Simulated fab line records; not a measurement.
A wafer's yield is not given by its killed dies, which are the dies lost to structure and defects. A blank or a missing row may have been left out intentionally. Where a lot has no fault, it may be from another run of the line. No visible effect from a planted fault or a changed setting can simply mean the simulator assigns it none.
2 desks looking at one fault ; flow rit cmos ; numbers are kept per desk, each desk with only its own; the story behind them comes last

== FROM THE METROLOGY DESK ==
What the gauges read for every lot (on any tool): the sampled wafers with a number, averaged. Marked OUT: a lot whose mean sits more than 4 standard deviations from the usual mean, which makes it out of limits; the brackets give that distance.
Columns: A = PSD_RS at RIT_SDANNEAL_RS_MEAS_04, usual 116.09 ohm/sq
lot;first seen here;A
L836;day 3 09:55;116.01
L838;day 3 22:02;115.80
L841;day 4 18:35;116.03
L842;day 4 21:27;116.08
L843;day 5 01:22;116.28
L844;day 5 02:59;115.85
L849;day 6 04:41;116.56
L851;day 6 11:08;116.25
L853;day 6 17:47;117.01
L855;day 7 06:38;116.35
L856;day 7 08:41;116.69
L857;day 7 13:16;116.07
L858;day 7 22:17;116.23
L859;day 8 04:04;116.05
This desk's verdict: no lot among the 14 shows anything out of limits.

== DESK OF THE TOOL OWNER: implanter-03 ==
RIT_PSD_IMPLANT_08, tool's own readings: per-lot mean of the sampled wafers with a number, covering each lot this tool ran. Marked OUT: a lot whose mean sits more than 4 standard deviations from the usual mean, which makes it out of limits; the brackets give that distance.
Columns: A = dose ions cm2 at RIT_PSD_IMPLANT_08, usual 4.999e+15
lot;first seen here;A
L836;day 3 09:06;4.998e+15
L841;day 4 17:47;4.999e+15
L844;day 5 02:11;5.004e+15
L851;day 6 10:15;4.999e+15
L853;day 6 16:56;4.655e+15 (-53) OUT
L856;day 7 07:49;4.656e+15 (-53) OUT
This desk's verdict: out of limits on L853, L856, starting with L853 at day 6 16:56 (dose ions cm2 at RIT_PSD_IMPLANT_08). L836, L841, L844, L851: within limits.

== TAKEN TOGETHER ==
On L853, L856, at day 6 16:56, an alarm was possible from the tool owner's desk.
At the metrology desk, nothing out of limits was observed.
The metrology desk has L853, L856 on record, within its limits.
All the named lots went through RIT_PSD_IMPLANT_08 on implanter-03.

== WHAT WAS PUT IN BY THE SIMULATOR ==
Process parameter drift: implanter-03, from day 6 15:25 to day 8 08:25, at RIT_PSD_IMPLANT_08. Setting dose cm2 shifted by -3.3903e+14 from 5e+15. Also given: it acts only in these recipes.
Struck lots among those shown: L853, L856.
Hours from the fault's start to each desk's first reading out of limits: the tool owner's desk, 2.
